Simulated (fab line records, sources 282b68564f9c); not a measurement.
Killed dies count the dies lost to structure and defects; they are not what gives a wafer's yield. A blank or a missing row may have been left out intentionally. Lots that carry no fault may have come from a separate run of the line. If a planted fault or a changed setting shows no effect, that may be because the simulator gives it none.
A lot that was struck, set against a sound lot | flow ritCmos | 15 steps out of a route of 202
Sound: these wafers, L218.2, L218.3, L218.5. The struck wafers were L213.1, L213.2, L213.3. The cause is given at the end.
Each step with rows lists, per side, the tool, then ch with its chambers, then its first start. Under that, the readings that differ: sound wafers | struck wafers | difference of the means | sigmas: that difference in standard deviations of wafers without a fault.
alike: same words and numbers on both sides, and readings whose means sit less than 2 such deviations apart. not compared: any withheld reading, any reading some wafer has no value for, any bound like >300 that may hide the same value, and any number with overlapping values for which the record gives no deviation.
Wherever a step has rows on one side only, a row that says differs or no value, or a row with sigmas, the two part there. When numbers do not overlap yet have no deviation, they are printed without sigmas and do not part them. A reading missing from all wafers of one side parts the sides only when that side holds two or more wafers.

RIT_NSD_TW_MEAS_10:
  sound on filmMetro-01 at day 7 19:16; struck on filmMetro-01 at day 6 13:29
  alike: NSD_TW
then, 6 steps without rows for these wafers: RIT_PSD_HMDS_00 (prime time 60 s); RIT_PSD_COAT_01 (resist thk 1000 nm); RIT_PSD_SOFTBAKE_02 (time 60 s); RIT_PSD_EXPOSE_03 (exposes mask M10, target cd 40900 nm); RIT_PSD_PEB_04; RIT_PSD_DEVELOP_05 (develop time 50 s).
RIT_PSD_OVL_MEAS_06:
  sound on overlay-02 at day 7 20:13; struck on overlay-01 at day 6 14:23
reading      | sound          | struck      | difference | sigmas
PSD_OVL (nm) | -3.1 -2.7 -1.7 | 1.5 2.0 0.7 | +3.9       | +3
then, 2 steps without rows for these wafers: RIT_PSD_HARDBAKE_07 (time 60 s); RIT_PSD_IMPLANT_08.
RIT_PSD_STRIP_09: strips in O2, time 180 s.
  sound on plasmaAsher-01 ch 0,1, day 7 20:32; struck on plasmaAsher-03 ch 0,1, day 6 14:43
reading                  | sound       | struck      | difference | sigmas
drypumpMotorCurrentA (A) | 5.2 5.5 5.5 | 5.9 6.8 6.7 | +1.1       | +2
  alike: o2FlowSccm, rfReflPowerW
  not compared: rfHoursCounterH
RIT_PSD_TW_MEAS_10:
  sound on filmMetro-03 at day 7 20:44; struck on filmMetro-04 at day 6 14:54
reading | sound          | struck         | difference | sigmas
PSD_TW  | 3422 3438 3423 | 3387 3376 3368 | -51        | -2
RIT_SDANNEAL_CLEAN_00: cleans in SC1, time 600 s.
  sound on wetBench-01 ch 2, day 7 20:47; struck on wetBench-03 ch 3, day 6 14:58
  no value came back on the struck wafers for bathGuardTempC (C), bathHeatDutyPct (%); on the sound wafers bathGuardTempC (C) reads 75.3 75.2 75.0
then, 1 step without rows for these wafers: RIT_SDANNEAL_CLEAN_01 (cleans in dHF, time 30 s).
RIT_M1_PROBE_99:
  the record has rows for the sound wafers here (prober-02, day 8 04:41) and none for the struck ones

WHERE THEY PART
At RIT_PSD_OVL_MEAS_06 first; at RIT_M1_PROBE_99 last (within this record only).

WHY: what had been put in by the simulator
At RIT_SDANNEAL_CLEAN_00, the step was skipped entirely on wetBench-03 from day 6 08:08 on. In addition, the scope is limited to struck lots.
